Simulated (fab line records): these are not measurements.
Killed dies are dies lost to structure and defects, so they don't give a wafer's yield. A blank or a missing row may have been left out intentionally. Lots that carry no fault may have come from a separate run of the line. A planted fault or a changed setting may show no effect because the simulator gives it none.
fab line records ; flow berkeleyCmos170
[record] lots = 5; wafers = 23
route steps=331 shown CONTACT@234 M2@272
startH: hours from the record's first day to the start of the lot's first wafer shown ; waitH: how many hours have passed since the lot's step before this one ; " identical to the entry in the row above ; L1.1+2: one row covering several wafers at once ; - either no value or no given start ; * or withheld: withheld ; < > ~ a bound
route shown NAME@n: names a module that has steps shown in the file, with the first one's number in the route ; usual: mean/standard deviation of fault-free wafers ; same: alike in all rows ; chamber/n: place in a boat ; sites: per-site readings ; _std_site: their standard deviation ; _edge_site: the outer-site mean with the inner-site mean subtracted ; radiusMm: how far each site lies from the wafer's centre ; mask NAME#n: copy n ; behind: the most recent tool/chamber to have shaped the wafer ; hold: reason for holding the lot/hours on hold/outcome of the hold ; device: the transistor (n, p or np) that didn't switch ; end of line: the tests these same wafers got at the end of their route ; step lacking rows: just its recipe ; killed: dies lost to structure and defects at the first sort, not the wafer's yield ; map: a wafer's dies, marking killed ones x, the rest . and places with no die _
set.NAME: the setting that was run; set.NAME@STEP: the one run at that earlier step ; model.NAME: the simulator's own value behind a step, which no gauge read
lots whose settings were changed on purpose; a table a step, a row a wafer
[[steps]]
[step UCB170_CONTACT_ETCH_18]
[recipe] chemistry = CHF3/CF4/Ar; target = PSG; stopOn = TiSi2; CHF3_flow_sccm = 45; cf4FlowSccm = 15; Ar_flow_sccm = 150; pressureMtorr = 200; rfW = 700; targetDepthA = 8400; overEtchFrac = 0.2; timeS = 195
lot.wafer;tool;chamber;startH;waitH;set.rfW;model.KrF_of_CONTACT_COAT_10.thkNm
L074.1;rieDiel-03;3;-;-;625.2;703.1
L074.3;rieDiel-03;2;-;-;700;691.6
L074.4;rieDiel-03;1;-;-;700;693.6
L074.5;rieDiel-03;1;-;-;625.2;703
L074.6;rieDiel-03;0;-;-;625.2;705.3
L076.3;rieDiel-01;1;-;-;700;688.5
L076.5;rieDiel-01;3;-;-;700;689
L076.6;rieDiel-01;2;-;-;700;691.1
L078.2;rieDiel-03;3;-;-;700;693.3
L078.3;rieDiel-03;0;-;-;700;692
L078.4;rieDiel-03;1;-;-;700;695.5
L078.5;rieDiel-03;3;-;-;748.5;684.5
L078.6;rieDiel-03;2;-;-;748.5;682.4
L079.2;rieDiel-03;0;-;-;700;692.8
L079.3;rieDiel-03;1;-;-;700;696
L079.4;rieDiel-03;3;-;-;628;705.2
L079.5;rieDiel-03;3;-;-;628;703.9
L079.6;rieDiel-03;0;-;-;628;704.7
L082.1;rieDiel-01;0;-;-;700;694
L082.3;rieDiel-01;1;-;-;700;691.6
L082.4;rieDiel-01;3;-;-;700;694.9
L082.5;rieDiel-01;0;-;-;700;691.8
L082.6;rieDiel-01;3;-;-;700;696.7
[step UCB170_M2_SPUTTER_01]
[recipe] material = Al; targetThkNm = 900; timeS = 120; powerW = 6000; chamberPressurePa = 0.5
lot.wafer;tool;chamber;startH;waitH;set.timeS;model.Al_of_M2_SPUTTER_01.thkNm
L074.1;pvdSputter-03;-;141.71;0.0;113.8;851.6
L074.3;pvdSputter-03;-;141.71;0.0;120;898
L074.4;pvdSputter-03;-;141.71;0.0;120;896.2
L074.5;pvdSputter-03;-;141.71;0.0;120;896
L074.6;pvdSputter-03;-;141.71;0.0;113.8;856.8
L076.3;pvdSputter-01;-;148.91;0.0;120;894.4
L076.5;pvdSputter-01;-;148.91;0.0;120;893.5
L076.6;pvdSputter-01;-;148.91;0.0;120;900.4
L078.2;pvdSputter-01;-;168.91;0.0;120;897.4
L078.3;pvdSputter-01;-;168.91;0.0;120;906.1
L078.4;pvdSputter-01;-;168.91;0.0;134.8;1017
L078.5;pvdSputter-01;-;168.91;0.0;120;906.5
L078.6;pvdSputter-01;-;168.91;0.0;134.8;1014
L082.1;pvdSputter-04;-;177.17;0.0;120;902.3
L082.3;pvdSputter-04;-;177.17;0.0;120;899.7
L082.4;pvdSputter-04;-;177.17;0.0;108;813.9
L082.5;pvdSputter-04;-;177.17;0.0;108;808.5
L082.6;pvdSputter-04;-;177.17;0.0;108;815.9
L079.2;pvdSputter-03;-;177.44;0.0;120;898.4
L079.3;pvdSputter-03;-;177.44;0.0;120;900
L079.4;pvdSputter-03;-;177.44;0.0;120;895.1
L079.5;pvdSputter-03;-;177.44;0.0;114.1;854.2
L079.6;pvdSputter-03;-;177.44;0.0;114.1;859.6
[step UCB170_M2_RS_MEAS_02]
[recipe] thkMeasGauge = four-point-probe; reads = Al_of_M2_SPUTTER_01
[usual] M2_AL_RS = 0.03204/0.00028
lot.wafer;tool;chamber;startH;waitH;set.timeS@M2_SPUTTER_01;M2_AL_RS[ohm/sq]
L074.1;filmMetro-03;-;141.80;0.0;113.8;0.03396
L074.3;filmMetro-03;-;141.80;0.0;120;0.03227
L074.4;filmMetro-03;-;141.80;0.0;120;0.03233
L074.5;filmMetro-03;-;141.80;0.0;120;0.0324
L074.6;filmMetro-03;-;141.80;0.0;113.8;0.03391
L076.3;filmMetro-04;-;149.04;0.1;120;0.03229
L076.5;filmMetro-04;-;149.04;0.1;120;0.0324
L076.6;filmMetro-04;-;149.04;0.1;120;0.03209
L078.2;filmMetro-03;-;169.01;0.1;120;0.03227
L078.3;filmMetro-03;-;169.01;0.1;120;0.032
L078.4;filmMetro-03;-;169.01;0.1;134.8;0.0284
L078.5;filmMetro-03;-;169.01;0.1;120;0.03199
L078.6;filmMetro-03;-;169.01;0.1;134.8;0.02847
L082.1;filmMetro-02;-;177.25;0.0;120;0.0321
L082.3;filmMetro-02;-;177.25;0.0;120;0.03217
L082.4;filmMetro-02;-;177.25;0.0;108;0.03565
L082.5;filmMetro-02;-;177.25;0.0;108;0.03583
L082.6;filmMetro-02;-;177.25;0.0;108;0.03551
L079.2;filmMetro-02;-;177.54;0.1;120;0.03227
L079.3;filmMetro-02;-;177.54;0.1;120;0.03219
L079.4;filmMetro-02;-;177.54;0.1;120;0.03237
L079.5;filmMetro-02;-;177.54;0.1;114.1;0.03386
L079.6;filmMetro-02;-;177.54;0.1;114.1;0.03363
[step UCB170_M2_THK_MEAS_03]
[recipe] thkMeasGauge = xrf; reads = Al_of_M2_SPUTTER_01
[usual] M2_AL_THK = 904/8.3
lot.wafer;tool;chamber;startH;waitH;set.timeS@M2_SPUTTER_01;M2_AL_THK[nm]
L074.1;filmMetro-03;-;141.92;0.1;113.8;847
L074.3;filmMetro-03;-;141.92;0.1;120;892
L074.4;filmMetro-03;-;141.92;0.1;120;893
L074.5;filmMetro-03;-;141.92;0.1;120;892
L074.6;filmMetro-03;-;141.92;0.1;113.8;853
L076.3;filmMetro-04;-;149.14;0.1;120;899
L076.5;filmMetro-04;-;149.14;0.1;120;892
L076.6;filmMetro-04;-;149.14;0.1;120;901
L078.2;filmMetro-03;-;169.12;0.1;120;897
L078.3;filmMetro-03;-;169.12;0.1;120;903
L078.4;filmMetro-03;-;169.12;0.1;134.8;1017
L078.5;filmMetro-03;-;169.12;0.1;120;908
L078.6;filmMetro-03;-;169.12;0.1;134.8;1013
L082.1;filmMetro-02;-;177.37;0.1;120;906
L082.3;filmMetro-02;-;177.37;0.1;120;905
L082.4;filmMetro-02;-;177.37;0.1;108;812
L082.5;filmMetro-02;-;177.37;0.1;108;814
L082.6;filmMetro-02;-;177.37;0.1;108;818
L079.2;filmMetro-02;-;177.65;0.1;120;905
L079.3;filmMetro-02;-;177.65;0.1;120;906
L079.4;filmMetro-02;-;177.65;0.1;120;896
L079.5;filmMetro-02;-;177.65;0.1;114.1;859
L079.6;filmMetro-02;-;177.65;0.1;114.1;863
[step UCB170_M2_METAL_ETCH_18]
[recipe] chemistry = Cl2/BCl3; target = Al; stopOn = SiO2; pressureMtorr = 12; targetDepthA = 11700; overEtchFrac = 0.3; timeS = 195; icpW = 600; biasW = 120; Cl2_flow_sccm = 90; bcl3FlowSccm = 45
[usual] oesProductAu = 0.857/0.011
lot.wafer;tool;chamber;startH;waitH;set.timeS;set.timeS@M2_SPUTTER_01;oesProductAu;model.KrF_of_M2_COAT_10.thkNm
L074.1;rieMetal-04;1;143.74;-;185.9;113.8;0.839;-
L074.3;rieMetal-04;0;143.74;-;195;120;0.847;230
L074.4;rieMetal-04;1;143.74;-;185.9;120;0.866;279.3
L074.5;rieMetal-04;0;143.74;-;195;120;0.853;240.6
L074.6;rieMetal-04;1;143.74;-;195;113.8;0.820;-
L076.3;rieMetal-04;1;152.02;-;195;120;0.840;241.4
L076.5;rieMetal-04;1;152.02;-;195;120;0.842;237.8
L076.6;rieMetal-04;0;152.02;-;195;120;0.842;235.4
L078.2;rieMetal-02;0;171.46;-;195;120;0.853;224.3
L078.3;rieMetal-02;1;171.46;-;195;120;0.865;236.8
L078.4;rieMetal-02;0;171.46;-;195;134.8;0.924;-
L078.5;rieMetal-02;0;171.46;-;195;120;0.862;224.5
L078.6;rieMetal-02;1;171.46;-;195;134.8;0.921;-
L082.1;rieMetal-01;0;179.80;-;174.3;120;0.929;307.3
L082.3;rieMetal-01;1;179.80;-;195;120;0.852;230.9
L082.4;rieMetal-01;0;179.80;-;195;108;0.829;-
L082.5;rieMetal-01;0;179.80;-;174.3;108;0.867;-
L082.6;rieMetal-01;1;179.80;-;195;108;0.808;-
L079.2;rieMetal-02;0;180.08;-;180.6;120;0.903;275.3
L079.3;rieMetal-02;1;180.08;-;180.6;120;0.904;285.9
L079.4;rieMetal-02;0;180.08;-;195;120;0.859;231.2
L079.5;rieMetal-02;1;180.08;-;195;114.1;0.836;233.6
L079.6;rieMetal-02;0;180.08;-;195;114.1;0.845;222.1
[step UCB170_M2_STRIP_19]
[recipe] chemistry = O2; powerW = 400; pressureMtorr = 3500; platenTempC = withheld; o2FlowSccm = 400; overashFraction = 0.5
[usual] oesProductAu = 0.568/0.01
lot.wafer;tool;chamber;startH;waitH;set.timeS@M2_METAL_ETCH_18;oesProductAu
L074.1;plasmaAsher-01;0;143.93;0.1;185.9;0.603
L074.3;plasmaAsher-01;0;143.93;0.1;195;0.553
L074.4;plasmaAsher-01;1;143.93;0.1;185.9;0.619
L074.5;plasmaAsher-01;1;143.93;0.1;195;0.573
L074.6;plasmaAsher-01;0;143.93;0.1;195;0.574
L076.3;plasmaAsher-04;1;152.18;0.1;195;0.571
L076.5;plasmaAsher-04;1;152.18;0.1;195;0.567
L076.6;plasmaAsher-04;0;152.18;0.1;195;0.563
L078.2;plasmaAsher-01;1;171.65;0.1;195;0.548
L078.3;plasmaAsher-01;1;171.65;0.1;195;0.565
L078.4;plasmaAsher-01;0;171.65;0.1;195;0.551
L078.5;plasmaAsher-01;0;171.65;0.1;195;0.564
L078.6;plasmaAsher-01;1;171.65;0.1;195;0.567
L082.1;plasmaAsher-04;1;179.99;0.1;174.3;0.644
L082.3;plasmaAsher-04;1;179.99;0.1;195;0.559
L082.4;plasmaAsher-04;0;179.99;0.1;195;0.570
L082.5;plasmaAsher-04;0;179.99;0.1;174.3;0.645
L082.6;plasmaAsher-04;1;179.99;0.1;195;0.558
L079.2;plasmaAsher-01;0;180.27;0.1;180.6;0.602
L079.3;plasmaAsher-01;1;180.27;0.1;180.6;0.618
L079.4;plasmaAsher-01;0;180.27;0.1;195;0.564
L079.5;plasmaAsher-01;1;180.27;0.1;195;0.561
L079.6;plasmaAsher-01;0;180.27;0.1;195;0.556
[[key]]
[split] step = UCB170_CONTACT_ETCH_18; setting = rfW; stated = 700; by = wafer
[response] step = UCB170_CONTACT_ETCH_18; reading = model.KrF_of_CONTACT_COAT_10.thkNm; change = -1.1; per = 1%; r = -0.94
[split] step = UCB170_M2_SPUTTER_01; setting = timeS; stated = 120; by = wafer
[response] step = UCB170_M2_SPUTTER_01; reading = model.Al_of_M2_SPUTTER_01.thkNm; change = +8.87; per = 1%; r = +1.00
[response] step = UCB170_M2_RS_MEAS_02; reading = M2_AL_RS; change = -0.000316; per = 1%; r = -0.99
[response] step = UCB170_M2_THK_MEAS_03; reading = M2_AL_THK; change = +8.99; per = 1%; r = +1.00
[response] step = UCB170_M2_METAL_ETCH_18; reading = oesProductAu; slope = +0.00495; per = 1%; togetherWith = timeS@M2_METAL_ETCH_18; explained = 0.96
[split] step = UCB170_M2_METAL_ETCH_18; setting = timeS; stated = 195; by = wafer
[response] step = UCB170_M2_METAL_ETCH_18; reading = model.KrF_of_M2_COAT_10.thkNm; change = -7.34; per = 1%; r = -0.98
[response] step = UCB170_M2_STRIP_19; reading = oesProductAu; change = -0.00766; per = 1%; r = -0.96
[response] step = UCB170_M2_METAL_ETCH_18; reading = oesProductAu; slope = -0.00536; per = 1%; togetherWith = timeS@M2_SPUTTER_01; explained = 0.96
